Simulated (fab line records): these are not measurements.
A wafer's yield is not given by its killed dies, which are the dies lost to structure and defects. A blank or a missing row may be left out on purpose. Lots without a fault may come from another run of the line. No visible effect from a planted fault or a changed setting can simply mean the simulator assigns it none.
What tool caused it? | flow berkeley-cmos170 | Sampling: 6 lots, 18 wafers, 2 of 331 route steps

## WHAT EACH GAUGE READ, for each wafer
UCB170_SPACER_THK_MEAS_01.
lot  | measured     | on            | SPACER_TEOS_THK (nm)
L511 | day 8 12:32  | film-metro-04 | 376 377 379
L515 | day 9 02:40  | film-metro-03 | 368 375 377
L519 | day 9 21:22  | film-metro-03 | 383 382 382
L518 | day 9 21:31  | film-metro-01 | 377 380 380
L522 | day 10 22:14 | film-metro-04 | 372 380 383
L530 | day 12 13:10 | film-metro-01 | 374 382 381

## WHAT TOOL EACH LOT RAN ON (gives the tool, then ch and the chambers of the sampled wafers, and finally the start)
lot  | UCB170_SPACER_CVD_00
L511 | pecvd-04 ch 0,1, day 8 12:29
L515 | pecvd-03 ch 0,1,2, day 9 02:36
L519 | pecvd-02 ch 0,1,2, day 9 21:19
L518 | pecvd-02 ch 0,1,2, day 9 21:29
L522 | pecvd-04 ch 0,2, day 10 22:11
L530 | pecvd-02 ch 0,1,2, day 12 13:07
- UCB170_SPACER_CVD_00: deposits SiO2 from TEOS/O2, target thk 376 nm, time 47 s.

## THE ANSWER, worked out from the rows above alone
Rule: the lots themselves supply what counts as usual. The widest of any qualifying gaps counts: lots, ordered by their means at a reading, are off when they make up no more than a third of the lots, leave a main group of 4 or more, and stand apart from it by 3 or more times the standard deviation of that group's means. Not used: any main group whose means are identical at the precision the tables above print for the reading. A lot without any number at a reading at which 4 lots or more have one is off too. Where the step has rows for the other lots, those lots are counted as sound.
No lot is off at any reading shown: from this, nothing can be told.

## WHAT THE SIMULATOR HAD INSERTED
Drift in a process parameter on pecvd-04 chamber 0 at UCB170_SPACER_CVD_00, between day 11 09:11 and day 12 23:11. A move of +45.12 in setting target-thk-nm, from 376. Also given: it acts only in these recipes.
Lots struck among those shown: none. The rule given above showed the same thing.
